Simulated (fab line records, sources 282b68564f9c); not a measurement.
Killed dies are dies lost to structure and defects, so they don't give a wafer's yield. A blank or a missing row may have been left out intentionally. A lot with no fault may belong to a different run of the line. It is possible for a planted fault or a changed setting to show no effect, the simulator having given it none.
fab line records ; flow ritCmos
record: lots: 6; wafers: 18; lastDay: 7
route steps=202 shown PSD@150 SDANNEAL@153 NSD@158 PLDD@159 NLDD@160 SILICIDE@161 M1@202
lots that met no fault: from a run of the same line without faults
startH: hours from the record's first day to the start of the lot's first wafer shown ; waitH: hours since the lot's step before ; " same as the row above ; L1.1+2: one row covering several wafers at once ; - value missing, or start not given ; * or withheld: withheld ; < > ~ a bound
route shown NAME@n: names a module that has steps shown in the file, with the first one's number in the route ; usual: average and standard deviation across the fault-free wafers ; same: alike in all rows ; chamber/n: place in a boat ; sites: the reading at each site ; _std_site: the standard deviation of these ; _edge_site: mean of outer sites minus mean of inner sites ; radiusMm: how far each site lies from the wafer's centre ; mask NAME#n: copy n ; behind: the tool/chamber that last shaped the wafer ; hold: the reason the lot was held/the length of the hold in hours/how it ended ; device: the transistor (n, p or np) that didn't switch ; end of line: tests run on the same wafers once the route is complete ; a step given without rows: its recipe and nothing more ; killed: at the first sort, the dies lost to defects and structure; wafer yield is something else ; map: a wafer's dies, marking killed ones x, the rest . and places with no die _
set.NAME: the setting the step ran with; set.NAME@STEP: the setting that earlier step ran with ; model.NAME: the simulator's own value behind a step, which no gauge read
lots seen at some steps along the route; tables by step, rows by wafer
services: when a tool's chamber went out of use (startH, in hours from the record's first day, below 0 if earlier), for how many hours, and the reason
== steps ==
step: RIT_PSD_IMPLANT_08
recipe: species: BF2; energyKev: 27; doseCm2: 5e+15; tiltDeg: 7
step: RIT_PSD_STRIP_09
recipe: chemistry: O2; timeS: 180; resist: NOVOLAK; platenTempC: withheld; powerW: 500; pressureMtorr: 4000; o2FlowSccm: 4000
usual: drypumpMotorCurrentA: 5.4/0.44; rfReflPowerW: 6.7/1.4
lot.wafer;tool;chamber;startH;waitH;drypumpMotorCurrentA;rfHoursCounterH;rfReflPowerW
L479.2;plasmaAsher-02;1;52.61;0.1;5.7;41;6.5
L479.4;plasmaAsher-02;1;52.61;0.1;5.7;-;6.6
L479.6;plasmaAsher-02;0;52.61;0.1;5.3;-;8.1
L485.2;plasmaAsher-02;1;80.42;0.1;5.8;45;6.4
L485.4;plasmaAsher-02;0;80.42;0.1;5.3;-;7.6
L485.6;plasmaAsher-02;0;80.42;0.1;5.3;-;7.9
L489.1;plasmaAsher-03;1;98.28;0.1;5.8;47;8.3
L489.3;plasmaAsher-03;0;98.28;0.1;4.8;-;8.0
L489.5;plasmaAsher-03;0;98.28;0.1;4.8;-;8.2
L491.1;plasmaAsher-01;0;111.79;0.1;4.8;31;6.1
L491.3;plasmaAsher-01;0;111.79;0.1;4.8;-;6.6
L491.4;plasmaAsher-01;1;111.79;0.1;5.8;-;4.4
L492.3;plasmaAsher-01;1;115.19;0.1;5.9;-;4.4
L492.4;plasmaAsher-01;0;115.19;0.1;4.8;-;6.7
L492.5;plasmaAsher-01;0;115.19;0.1;4.8;-;6.5
L501.1;plasmaAsher-02;0;159.81;0.1;5.3;53;7.6
L501.4;plasmaAsher-02;1;159.81;0.1;5.7;-;6.4
L501.5;plasmaAsher-02;1;159.81;0.1;5.7;-;6.8
step: RIT_PSD_TW_MEAS_10
usual: PSD_TW: 3397/28
lot.wafer;tool;chamber;startH;waitH;PSD_TW
L479.2;filmMetro-02;-;52.79;0.1;3375
L479.4;filmMetro-02;-;52.79;0.1;3376
L479.6;filmMetro-02;-;52.79;0.1;3381
L485.2;filmMetro-01;-;80.61;0.1;3461
L485.4;filmMetro-01;-;80.61;0.1;3474
L485.6;filmMetro-01;-;80.61;0.1;3449
L489.1;filmMetro-01;-;98.46;0.1;3460
L489.3;filmMetro-01;-;98.46;0.1;3452
L489.5;filmMetro-01;-;98.46;0.1;3464
L491.1;filmMetro-03;-;111.97;0.1;3374
L491.3;filmMetro-03;-;111.97;0.1;3372
L491.4;filmMetro-03;-;111.97;0.1;3384
L492.3;filmMetro-03;-;115.33;0.1;3387
L492.4;filmMetro-03;-;115.33;0.1;3364
L492.5;filmMetro-03;-;115.33;0.1;3354
L501.1;filmMetro-02;-;159.98;0.1;3394
L501.4;filmMetro-02;-;159.98;0.1;3394
L501.5;filmMetro-02;-;159.98;0.1;3381
step: RIT_SDANNEAL_CLEAN_00
recipe: chemistry: SC1; mix: 3:3:50; timeS: 572.4; tempC: 75
step: RIT_SDANNEAL_CLEAN_01
recipe: chemistry: dHF; dilution: 50:1; timeS: 30
step: RIT_SDANNEAL_CLEAN_02
recipe: chemistry: SC2; mix: 3:3:50; timeS: 600; tempC: 75; dry: n2Spin
step: RIT_SDANNEAL_RTA_03
recipe: tempC: 1050; timeS: 5; idleTempC: 600; rampUpCPerS: 342; rampDownCPerS: 171; coolToC: 600; ambient: N2
usual: wafer_temp_C_max: 1053.6/1.3
lot.wafer;tool;chamber;startH;waitH;wafer_temp_C_max
L479.2;rtpAnneal-01;0;53.22;0.0;1054.9
L479.4;rtpAnneal-01;0;53.22;0.0;1051.9
L479.6;rtpAnneal-01;0;53.22;0.0;1054.3
L485.2;rtpAnneal-01;0;81.06;0.0;1052.6
L485.4;rtpAnneal-01;0;81.06;0.0;1052.2
L485.6;rtpAnneal-01;0;81.06;0.0;1052.3
L489.1;rtpAnneal-01;0;98.90;0.0;1053.0
L489.3;rtpAnneal-01;0;98.90;0.0;1053.0
L489.5;rtpAnneal-01;0;98.90;0.0;1052.8
L491.1;rtpAnneal-01;0;112.42;0.0;1054.7
L491.3;rtpAnneal-01;0;112.42;0.0;1056.0
L491.4;rtpAnneal-01;0;112.42;0.0;1053.8
L492.3;rtpAnneal-02;0;115.75;0.0;1053.5
L492.4;rtpAnneal-02;0;115.75;0.0;1054.1
L492.5;rtpAnneal-02;0;115.75;0.0;1052.1
L501.1;rtpAnneal-01;0;160.42;0.0;1053.9
L501.4;rtpAnneal-01;0;160.42;0.0;1054.1
L501.5;rtpAnneal-01;0;160.42;0.0;1053.4
step: RIT_SDANNEAL_RS_MEAS_04
recipe: thkMeasGauge: four-point-probe
usual: PSD_RS: 115.93/0.25
lot.wafer;tool;chamber;startH;waitH;PSD_RS[ohm/sq]
L479.2;filmMetro-01;-;53.29;0.1;115.73
L479.4;filmMetro-01;-;53.29;0.1;115.55
L479.6;filmMetro-01;-;53.29;0.1;115.31
L485.2;filmMetro-03;-;81.18;0.1;116.43
L485.4;filmMetro-03;-;81.18;0.1;116.01
L485.6;filmMetro-03;-;81.18;0.1;116.22
L489.1;filmMetro-02;-;98.96;0.0;116.18
L489.3;filmMetro-02;-;98.96;0.0;115.72
L489.5;filmMetro-02;-;98.96;0.0;116.03
L491.1;filmMetro-02;-;112.48;0.0;115.97
L491.3;filmMetro-02;-;112.48;0.0;115.50
L491.4;filmMetro-02;-;112.48;0.0;115.94
L492.3;filmMetro-01;-;115.83;0.1;116.04
L492.4;filmMetro-01;-;115.83;0.1;115.99
L492.5;filmMetro-01;-;115.83;0.1;115.89
L501.1;filmMetro-02;-;160.48;0.0;116.50
L501.4;filmMetro-02;-;160.48;0.0;116.25
L501.5;filmMetro-02;-;160.48;0.0;116.36
step: RIT_SDANNEAL_RS_MEAS_05
recipe: thkMeasGauge: four-point-probe
usual: NSD_RS: 84.57/0.22
lot.wafer;tool;chamber;startH;waitH;NSD_RS[ohm/sq]
L479.2;filmMetro-01;-;53.41;0.1;84.61
L479.4;filmMetro-01;-;53.41;0.1;84.35
L479.6;filmMetro-01;-;53.41;0.1;84.51
L485.2;filmMetro-03;-;81.30;0.1;84.51
L485.4;filmMetro-03;-;81.30;0.1;84.69
L485.6;filmMetro-03;-;81.30;0.1;84.50
L489.1;filmMetro-02;-;99.08;0.1;84.75
L489.3;filmMetro-02;-;99.08;0.1;84.46
L489.5;filmMetro-02;-;99.08;0.1;84.45
L491.1;filmMetro-02;-;112.60;0.1;84.57
L491.3;filmMetro-02;-;112.60;0.1;84.61
L491.4;filmMetro-02;-;112.60;0.1;84.41
L492.3;filmMetro-01;-;115.95;0.1;84.85
L492.4;filmMetro-01;-;115.95;0.1;84.58
L492.5;filmMetro-01;-;115.95;0.1;84.70
L501.1;filmMetro-02;-;160.60;0.1;84.33
L501.4;filmMetro-02;-;160.60;0.1;84.31
L501.5;filmMetro-02;-;160.60;0.1;84.16
step: RIT_SDANNEAL_RS_MEAS_06
recipe: thkMeasGauge: four-point-probe
usual: PLDD_RS: 178.8/0.45
lot.wafer;tool;chamber;startH;waitH;PLDD_RS[ohm/sq]
L479.2;filmMetro-01;-;53.53;0.1;178.9
L479.4;filmMetro-01;-;53.53;0.1;178.8
L479.6;filmMetro-01;-;53.53;0.1;178.7
L485.2;filmMetro-03;-;81.42;0.1;177.7
L485.4;filmMetro-03;-;81.42;0.1;178.3
L485.6;filmMetro-03;-;81.42;0.1;178.3
L489.1;filmMetro-02;-;99.20;0.1;179.4
L489.3;filmMetro-02;-;99.20;0.1;179.0
L489.5;filmMetro-02;-;99.20;0.1;179.6
L491.1;filmMetro-02;-;112.72;0.1;178.8
L491.3;filmMetro-02;-;112.72;0.1;178.9
L491.4;filmMetro-02;-;112.72;0.1;178.7
L492.3;filmMetro-01;-;116.07;0.1;178.6
L492.4;filmMetro-01;-;116.07;0.1;179.0
L492.5;filmMetro-01;-;116.07;0.1;178.8
L501.1;filmMetro-02;-;160.72;0.1;178.9
L501.4;filmMetro-02;-;160.72;0.1;178.9
L501.5;filmMetro-02;-;160.72;0.1;179.3
step: RIT_SDANNEAL_RS_MEAS_07
recipe: thkMeasGauge: four-point-probe
usual: NLDD_RS: 151.5/0.51
lot.wafer;tool;chamber;startH;waitH;NLDD_RS[ohm/sq]
L479.2;filmMetro-01;-;53.65;0.1;151.8
L479.4;filmMetro-01;-;53.65;0.1;152.6
L479.6;filmMetro-01;-;53.65;0.1;151.9
L485.2;filmMetro-03;-;81.54;0.1;151.8
L485.4;filmMetro-03;-;81.54;0.1;151.8
L485.6;filmMetro-03;-;81.54;0.1;152.1
L489.1;filmMetro-02;-;99.32;0.1;151.7
L489.3;filmMetro-02;-;99.32;0.1;151.6
L489.5;filmMetro-02;-;99.32;0.1;151.7
L491.1;filmMetro-02;-;112.84;0.1;151.4
L491.3;filmMetro-02;-;112.84;0.1;151.7
L491.4;filmMetro-02;-;112.84;0.1;151.5
L492.3;filmMetro-01;-;116.19;0.1;151.1
L492.4;filmMetro-01;-;116.19;0.1;150.9
L492.5;filmMetro-01;-;116.19;0.1;151.5
L501.1;filmMetro-02;-;160.84;0.1;150.5
L501.4;filmMetro-02;-;160.84;0.1;150.6
L501.5;filmMetro-02;-;160.84;0.1;151.4
step: RIT_SILICIDE_WET_ETCH_00
recipe: chemistry: BOE; target: SiO2; targetDepthNm: 14; timeS: 15; dry: n2Spin; dilution: 10:1; tempC: 21.5
step: RIT_SILICIDE_SPUTTER_01
recipe: material: Ti; targetThkNm: 30; powerW: 350; chamberPressurePa: 0.6436; gas: Ar; timeS: 240; substrateTempC: 25
usual: throttleValvePct: 29.7/0.74
lot.wafer;tool;chamber;startH;waitH;throttleValvePct;model.Ti_of_SILICIDE_SPUTTER_01.thkNm
L479.2;pvdSputter-04;-;53.76;0.0;30.4;30.11
L479.4;pvdSputter-04;-;53.76;0.0;30.5;30.37
L479.6;pvdSputter-04;-;53.76;0.0;29.0;30.11
L485.2;pvdSputter-01;-;81.65;0.0;29.0;30.15
L485.4;pvdSputter-01;-;81.65;0.0;30.2;30.44
L485.6;pvdSputter-01;-;81.65;0.0;30.4;30.46
L489.1;pvdSputter-01;-;99.47;0.0;30.3;27.86
L489.3;pvdSputter-01;-;99.47;0.0;29.3;27.86
L489.5;pvdSputter-01;-;99.47;0.0;29.0;27.7
L491.1;pvdSputter-01;-;112.97;0.0;30.3;27.54
L491.3;pvdSputter-01;-;112.97;0.0;29.1;27.29
L491.4;pvdSputter-01;-;112.97;0.0;29.7;27.41
L492.3;pvdSputter-03;-;116.28;0.0;28.0;30.16
L492.4;pvdSputter-03;-;116.28;0.0;30.0;29.99
L492.5;pvdSputter-03;-;116.28;0.0;28.9;30.2
L501.1;pvdSputter-04;-;160.98;0.0;30.5;29.98
L501.4;pvdSputter-04;-;160.98;0.0;29.0;29.89
L501.5;pvdSputter-04;-;160.98;0.0;30.4;29.9
step: RIT_SILICIDE_RS_MEAS_02
recipe: thkMeasGauge: four-point-probe; reads: Ti_of_SILICIDE_SPUTTER_01
usual: SILICIDE_TI_RS: 44.4/0.57
lot.wafer;tool;chamber;startH;waitH;SILICIDE_TI_RS[ohm/sq]
L479.2;filmMetro-04;-;53.93;0.1;44.7
L479.4;filmMetro-04;-;53.93;0.1;44.2
L479.6;filmMetro-04;-;53.93;0.1;44.5
L485.2;filmMetro-02;-;81.82;0.1;44.6
L485.4;filmMetro-02;-;81.82;0.1;44.0
L485.6;filmMetro-02;-;81.82;0.1;44.1
L489.1;filmMetro-03;-;99.64;0.1;49.2
L489.3;filmMetro-03;-;99.64;0.1;49.1
L489.5;filmMetro-03;-;99.64;0.1;49.5
L491.1;filmMetro-04;-;113.12;0.1;49.8
L491.3;filmMetro-04;-;113.12;0.1;50.4
L491.4;filmMetro-04;-;113.12;0.1;50.2
L492.3;filmMetro-04;-;116.47;0.1;44.6
L492.4;filmMetro-04;-;116.47;0.1;44.8
L492.5;filmMetro-04;-;116.47;0.1;44.5
L501.1;filmMetro-04;-;161.13;0.1;44.8
L501.4;filmMetro-04;-;161.13;0.1;45.0
L501.5;filmMetro-04;-;161.13;0.1;45.0
step: RIT_SILICIDE_THK_MEAS_03
recipe: thkMeasGauge: xrf; reads: Ti_of_SILICIDE_SPUTTER_01
usual: SILICIDE_TI_THK: 30.1/0.33
lot.wafer;tool;chamber;startH;waitH;SILICIDE_TI_THK[nm]
L479.2;filmMetro-04;-;54.04;0.1;30.1
L479.4;filmMetro-04;-;54.04;0.1;30.2
L479.6;filmMetro-04;-;54.04;0.1;30.0
L485.2;filmMetro-02;-;81.93;0.1;30.0
L485.4;filmMetro-02;-;81.93;0.1;30.4
L485.6;filmMetro-02;-;81.93;0.1;30.2
L489.1;filmMetro-03;-;99.76;0.1;27.9
L489.3;filmMetro-03;-;99.76;0.1;27.9
L489.5;filmMetro-03;-;99.76;0.1;27.7
L491.1;filmMetro-04;-;113.24;0.1;27.4
L491.3;filmMetro-04;-;113.24;0.1;27.0
L491.4;filmMetro-04;-;113.24;0.1;27.2
L492.3;filmMetro-04;-;116.57;0.1;29.9
L492.4;filmMetro-04;-;116.57;0.1;29.8
L492.5;filmMetro-04;-;116.57;0.1;29.9
L501.1;filmMetro-04;-;161.25;0.1;29.9
L501.4;filmMetro-04;-;161.25;0.1;29.7
L501.5;filmMetro-04;-;161.25;0.1;29.7
step: RIT_SILICIDE_RTA_04
recipe: tempC: 650; timeS: 10; idleTempC: 25; rampUpS: 5; rampDownS: 5; coolToC: 25; ambient: N2
usual: wafer_temp_C_max: 652.5/0.58
lot.wafer;tool;chamber;startH;waitH;wafer_temp_C_max
L479.2;rtpAnneal-02;0;54.11;0.1;652.7
L479.4;rtpAnneal-02;0;54.11;0.1;653.0
L479.6;rtpAnneal-02;0;54.11;0.1;653.3
L485.2;rtpAnneal-02;0;81.99;0.1;653.3
L485.4;rtpAnneal-02;0;81.99;0.1;652.6
L485.6;rtpAnneal-02;0;81.99;0.1;653.1
L489.1;rtpAnneal-02;0;99.82;0.1;653.2
L489.3;rtpAnneal-02;0;99.82;0.1;653.2
L489.5;rtpAnneal-02;0;99.82;0.1;652.7
L491.1;rtpAnneal-02;0;113.30;0.1;652.7
L491.3;rtpAnneal-02;0;113.30;0.1;653.1
L491.4;rtpAnneal-02;0;113.30;0.1;652.5
L492.3;rtpAnneal-01;0;116.64;0.1;652.2
L492.4;rtpAnneal-01;0;116.64;0.1;653.3
L492.5;rtpAnneal-01;0;116.64;0.1;652.7
L501.1;rtpAnneal-02;0;161.31;0.1;652.3
L501.4;rtpAnneal-02;0;161.31;0.1;651.6
L501.5;rtpAnneal-02;0;161.31;0.1;652.4
step: RIT_M1_PROBE_99
usual: killedAtFrontEnd: 7/3.2; killedDies: 7/3.2; killedOpen: 3.6/2.1; killedShort: 3.5/2.1
same: grossDies: 264; killed_at_M0_to_M3: 0; killed_at_M4_up: 0; killedAtBackSide: 0; killedAtContacts: 0; killedAtOther: 0
lot.wafer;tool;chamber;startH;waitH;killedAtFrontEnd;killedDies;killedOpen;killedShort;model.etest.npolyLine.lineOhmUm;model.etest.ppolyLine.lineOhmUm;model.etest.contactNplus.endOhmUm;model.etest.contactPplus.endOhmUm;model.etest.npolyLine.rsOhmSq;model.etest.ppolyLine.rsOhmSq;model.etest.npolySal.rsOhmSq;model.etest.ppolySal.rsOhmSq
L479.2;prober-01;-;61.00;0.1;4;4;1;3;168.2;162.9;42.24;44.95;16.97;16.38;4.338;4.293
L479.4;prober-01;-;61.10;0.2;5;5;3;2;173.2;168.1;40.91;45.28;16.93;16.32;4.31;4.267
L479.6;prober-01;-;61.20;0.2;5;5;4;1;175.6;170.3;41.68;45.28;17.09;16.55;4.333;4.305
L485.2;prober-02;-;88.87;0.1;5;5;3;2;170.3;165.9;40.75;43.58;16.98;16.32;4.307;4.275
L485.4;prober-02;-;88.97;0.2;7;7;5;2;168.8;160.4;42.36;44.49;16.8;16.24;4.297;4.221
L485.6;prober-02;-;89.07;0.2;11;11;5;6;167.1;157.9;40.83;44.08;16.72;16.27;4.314;4.247
L489.1;prober-02;-;106.72;0.1;12;12;5;7;182;174;39;41.54;18.02;17.51;4.616;4.626
L489.3;prober-02;-;106.82;0.2;8;8;3;5;181.4;175.8;39.8;42.43;18.05;17.59;4.642;4.608
L489.5;prober-02;-;106.92;0.2;5;5;3;2;185.8;178.9;38.79;40.91;18.15;17.49;4.656;4.614
L491.1;prober-02;-;120.09;0.1;6;6;2;4;174.5;166.3;37.86;40.99;18.12;17.32;4.678;4.597
L491.3;prober-02;-;120.19;0.2;6;6;4;2;177.6;166.6;37.11;42.54;18.25;17.51;4.727;4.643
L491.4;prober-02;-;120.24;0.2;3;3;2;1;173.7;166.3;38.52;42.87;18.2;17.44;4.701;4.619
L492.3;prober-01;-;123.77;0.2;5;5;3;2;167.6;158.3;40.15;44.47;16.95;16.37;4.353;4.314
L492.4;prober-01;-;123.82;0.2;6;6;5;1;164.2;157.4;40.16;45.29;16.91;16.4;4.379;4.346
L492.5;prober-01;-;123.87;0.2;8;8;4;4;161.8;155.3;40.76;44.53;16.86;16.31;4.34;4.323
L501.1;prober-02;-;167.87;0.1;2;2;0;2;177.4;170.9;40.95;45.11;17.12;16.56;4.399;4.306
L501.4;prober-02;-;168.02;0.2;8;8;3;5;179.4;172.1;41.54;44.76;17.18;16.6;4.432;4.34
L501.5;prober-02;-;168.07;0.2;13;13;5;8;181.1;172.1;42.14;44.67;17.1;16.69;4.399;4.358
killed by level:class
L479.2 GATE:geometricParticle:short=2 FOX2:geometricParticle:open=1 FOX2:geometricParticle:short=1
L479.4 SPACER:geometricParticle:short=2 FOX1:geometricParticle:open=1 FOX2:geometricParticle:open=1 REOX:geometricParticle:open=1
L479.6 GATE:geometricParticle:open=3 REOX:geometricParticle:short=1 REOX:geometricParticle:open=1
L485.2 FOX1:geometricParticle:short=1 FOX2:geometricParticle:short=1 FOX2:geometricParticle:open=1 SPACER:geometricParticle:open=1 SILICIDE:geometricParticle:open=1
L485.4 FOX1:geometricParticle:open=3 FOX1:geometricParticle:short=1 GATE:geometricParticle:open=1 SPACER:geometricParticle:open=1 SILICIDE:geometricParticle:short=1
L485.6 FOX1:geometricParticle:open=2 GATE:geometricParticle:short=2 SPACER:geometricParticle:open=2 SILICIDE:geometricParticle:short=2 FOX1:geometricParticle:short=1 GATE:geometricParticle:open=1 REOX:geometricParticle:short=1
L489.1 FOX1:geometricParticle:short=2 GATE:geometricParticle:open=2 REOX:geometricParticle:open=2 SILICIDE:geometricParticle:short=2 FOX2:geometricParticle:short=1 GATE:geometricParticle:short=1 SPACER:geometricParticle:short=1 SILICIDE:geometricParticle:open=1
L489.3 GATE:geometricParticle:short=2 FOX1:geometricParticle:open=1 FOX1:geometricParticle:short=1 GATE:geometricParticle:open=1 REOX:geometricParticle:open=1 REOX:geometricParticle:short=1 SPACER:geometricParticle:short=1
L489.5 FOX1:geometricParticle:short=2 FOX1:geometricParticle:open=1 REOX:geometricParticle:open=1 SILICIDE:geometricParticle:open=1
L491.1 GATE:geometricParticle:short=3 FOX2:geometricParticle:open=1 SILICIDE:geometricParticle:open=1 SILICIDE:geometricParticle:short=1
L491.3 REOX:geometricParticle:open=2 REOX:geometricParticle:short=2 GATE:geometricParticle:open=1 SPACER:geometricParticle:open=1
L491.4 FOX2:geometricParticle:open=1 SPACER:geometricParticle:short=1 SPACER:geometricParticle:open=1
L492.3 GATE:geometricParticle:open=3 FOX1:geometricParticle:short=2
L492.4 FOX1:geometricParticle:open=2 GATE:geometricParticle:open=2 FOX2:geometricParticle:short=1 SPACER:geometricParticle:open=1
L492.5 GATE:geometricParticle:open=2 SPACER:geometricParticle:short=2 FOX2:geometricParticle:short=1 GATE:geometricParticle:short=1 REOX:geometricParticle:open=1 SPACER:geometricParticle:open=1
L501.1 GATE:geometricParticle:short=2
L501.4 GATE:geometricParticle:short=4 GATE:geometricParticle:open=3 SPACER:geometricParticle:short=1
L501.5 REOX:geometricParticle:short=4 FOX1:geometricParticle:open=3 FOX1:geometricParticle:short=2 GATE:geometricParticle:open=1 SPACER:geometricParticle:short=1 SPACER:geometricParticle:open=1 SILICIDE:geometricParticle:short=1
== services ==
tool;chamber;startH;hours;kind
pvdSputter-03;-;46.65;8.4;repair
pvdSputter-04;-;48.98;4.7;repair
pvdSputter-04;-;58.62;0.5;repair
pvdSputter-03;-;65.27;1.1;repair
plasmaAsher-01;-;70.32;15.6;pm
pvdSputter-04;-;72.06;4.4;repair
plasmaAsher-02;-;122.05;2.1;repair
pvdSputter-01;-;156.60;13.4;repair
== key ==
firstSign: step: RIT_SILICIDE_RS_MEAS_02; reading: SILICIDE_TI_RS; direction: up; sigmas: 9.3; usual: 44.4; struck: 49.7
effect: step: RIT_SILICIDE_THK_MEAS_03; reading: SILICIDE_TI_THK; direction: down; sigmas: 7.9; usual: 30.1; struck: 27.5
modelEffect: step: RIT_SILICIDE_SPUTTER_01; value: Ti_of_SILICIDE_SPUTTER_01.thkNm; without: 30.25; struck: 27.61
modelEffect: step: RIT_M1_PROBE_99; value: etest.npolyLine.lineOhmUm; without: 170.8; struck: 179.2
metAt RIT_SILICIDE_SPUTTER_01
struckWafers L489.1,L489.3,L489.5,L491.1,L491.3,L491.4
testerLeftOut L489,L491
onsetBetween 81.65 99.47
fault: kind: processParameterDrift; tool: pvdSputter-01; chamber: -; onsetH: 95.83; steps: RIT_SILICIDE_SPUTTER_01; channel: targetThkNm; offset: -2.6173; shape: step; endH: 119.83; stated: 30
testerLeftOut: of these lots the tester's yield and bins aren't shown, on N5 and GAA mostly nor the transistor test; their killed dies are dies lost to structure and defects alone, not to doping, threshold or leakage, so they don't give the yield
